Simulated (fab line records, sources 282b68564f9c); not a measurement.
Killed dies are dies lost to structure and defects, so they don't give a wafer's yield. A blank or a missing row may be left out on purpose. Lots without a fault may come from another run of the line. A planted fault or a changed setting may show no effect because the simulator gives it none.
One fault seen from 2 desks | flow rit_cmos | each desk has only its own numbers; what lay behind them comes last

THE TOOL OWNER'S DESK: lpcvd-01
The tool's own readings at RIT_GATE_CVD_08 (deposits poly-Si from SiH4, target thk 250 nm, time 2220 s): means of the sampled wafers that have a number, for each lot that ran on this tool. A lot is out of limits, marked OUT, if its mean lies more than 4 standard deviations from the usual mean; the brackets give that distance.
Columns: A = zone_power_load_pct at RIT_GATE_CVD_08, usual 12.8 %
lot  | first seen here | A
L537 | day 2 12:20     | 12.7
L538 | day 2 18:22     | 12.7
L539 | day 2 21:54     | 12.4
L540 | day 3 01:51     | 12.6
L541 | day 3 09:22     | 12.7
L542 | day 3 14:56     | 12.5
L545 | day 4 05:38     | 12.5
L547 | day 4 18:21     | 12.8
L555 | day 6 05:07     | 12.4
This desk's finding: nothing out of limits on any of the 9 lots.

THE METROLOGY DESK
What the gauges read, lot by lot, whatever tool the lot ran on: means of the sampled wafers that have a number. A lot is out of limits, marked OUT, if its mean lies more than 4 standard deviations from the usual mean; the brackets give that distance.
Columns: A = PWELL_TW at RIT_PWELL_TW_MEAS_10, usual 948; B = NRETRO_OVL at RIT_NRETRO_OVL_MEAS_06, usual 0.2 nm; C = GATE_POLY_THK at RIT_GATE_THK_MEAS_09, usual 250.4 nm
lot  | first seen here | A   | B    | C
L537 | day 2 00:40     | 953 | 1.3  | 248.5
L538 | day 2 05:38     | 938 | 1.7  | 248.3
L539 | day 2 10:02     | 951 | 1.5  | 250.0
L540 | day 2 14:47     | 950 | 1.4  | 251.2
L541 | day 2 19:19     | 935 | 1.3  | 250.8
L542 | day 3 01:40     | 949 | 0.1  | 248.2
L543 | day 3 04:28     | 947 | -0.0 | 249.1
L544 | day 3 13:46     | 950 | 0.2  | 252.0
L545 | day 3 17:29     | 951 | 0.2  | 252.0
L546 | day 4 00:22     | 964 | -0.0 | 248.4
L547 | day 4 03:35     | 939 | 1.3  | 246.8
L555 | day 5 18:26     | 950 | 1.7  | 275.6 (+9.7) OUT
L560 | day 6 19:43     | 951 | -0.3 | 254.1
This desk's finding: out of limits on L555; first on L555, day 6 06:44 (GATE_POLY_THK at RIT_GATE_THK_MEAS_09). In limits: L537, L538, L539, L540, L541, L542, L543, L544, L545, L546, L547, L560.

PUT TOGETHER
The metrology desk could have raised an alarm at day 6 06:44, on L555.
The tool owner's desk saw nothing out of limits.
The tool owner's desk has L555 on record, within its limits.
Of the lots named, all ran RIT_GATE_CVD_08 on lpcvd-01.

WHAT THE SIMULATOR HAD PUT IN
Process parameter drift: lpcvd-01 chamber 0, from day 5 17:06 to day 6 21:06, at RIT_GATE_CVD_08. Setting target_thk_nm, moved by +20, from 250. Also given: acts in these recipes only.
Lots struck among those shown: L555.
Hours from the fault's start to each desk's first reading out of limits: the metrology desk, 14.
